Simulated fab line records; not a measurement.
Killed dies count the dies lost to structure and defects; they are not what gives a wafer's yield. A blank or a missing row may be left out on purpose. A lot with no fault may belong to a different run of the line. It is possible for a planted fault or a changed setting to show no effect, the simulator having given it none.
A lot that was struck, set against a sound lot ; flow berkeley cmos170 ; 17 out of 331 route steps
Sound: wafers L382.1, L382.2, L382.6. Wafers L390.1, L390.3, L390.4 were the ones struck. At the end, the cause is stated.
Each step with rows lists, per side, the tool, then ch with its chambers, then its first start. Under that, the readings that differ: sound wafers ; struck wafers ; difference of the means ; sigmas: that difference in standard deviations of wafers without a fault.
alike: readings with means less than 2 such deviations apart, plus words and numbers identical on both sides. not compared: withheld readings, readings lacking a value on some wafer, bounds such as >300 that could conceal the same value, and numbers that have no deviation in the record and whose values overlap.
Wherever a step has rows on one side only, a row that says differs or no value, or a row with sigmas, the two part there. Numbers that don't overlap but have no deviation are shown without sigmas and don't part them. A reading missing from all wafers of one side parts the sides only when that side holds two or more wafers.

first, 2 steps without rows for these wafers: UCB170_PSD_PEB_04; UCB170_PSD_DEVELOP_05 (develop time 45 s).
UCB170_PSD_CD_MEAS_06: the cd target is 1200 nm.
  sound on cd sem-02, day 8 23:11; struck on cd sem-02, day 10 16:47
  alike: cd nm
UCB170_PSD_OVL_MEAS_07:
  sound on overlay-02, day 8 23:19; struck on overlay-01, day 10 16:55
reading;sound;struck;difference;sigmas
PSD_OVL (nm);7 0 2;-12 -8 -8;-12;-2
then, 1 step without rows for these wafers: UCB170_PSD_IMPLANT_08.
UCB170_PSD_STRIP_09: strips in O2.
  sound on plasma asher-02 ch 0,1, day 8 23:29; struck on plasma asher-04 ch 0,1, day 10 17:05
  alike: drypump motor current A, oes product au, strip time to endpoint s
  not compared: rf hours counter h
UCB170_PSD_TW_MEAS_10:
  sound on film metro-04, day 8 23:35; struck on film metro-02, day 10 17:11
  alike: PSD_TW
then, 5 steps without rows for these wafers: UCB170_PSD_CLEAN_11 (cleans in SPM, time 600 s); UCB170_NSD_HMDS_00 (prime time 60 s); UCB170_NSD_COAT_01 (resist thk 900 nm); UCB170_NSD_SOFTBAKE_02 (time 60 s); UCB170_NSD_EXPOSE_03 (exposes mask NSELECT MOD, target cd 1200 nm).
UCB170_NSD_PEB_04:
  sound on litho track-01 ch 0, day 9 00:52; struck on litho track-04 ch 0, day 10 20:44
then, 1 step without rows for these wafers: UCB170_NSD_DEVELOP_05 (develop time 45 s).
UCB170_NSD_CD_MEAS_06: the cd target is 1200 nm.
  sound on cd sem-02, day 9 01:08; struck on cd sem-02, day 10 21:01
reading;sound;struck;difference;sigmas
cd nm (nm);1197.0 1199.3 1198.8;1204.7 1205.8 1204.2;+6.5;+6
UCB170_NSD_OVL_MEAS_07:
  sound on overlay-02, day 9 01:15; struck on overlay-02, day 10 21:08
  alike: NSD_OVL
UCB170_M3_PROBE_99:
  sound wafers here have rows in the record (prober-01, day 10 11:55); struck ones have none

== WHERE THEY PART ==
At UCB170_PSD_OVL_MEAS_07 first; at UCB170_M3_PROBE_99 last (within this record only).

WHY: whatever the simulator had introduced
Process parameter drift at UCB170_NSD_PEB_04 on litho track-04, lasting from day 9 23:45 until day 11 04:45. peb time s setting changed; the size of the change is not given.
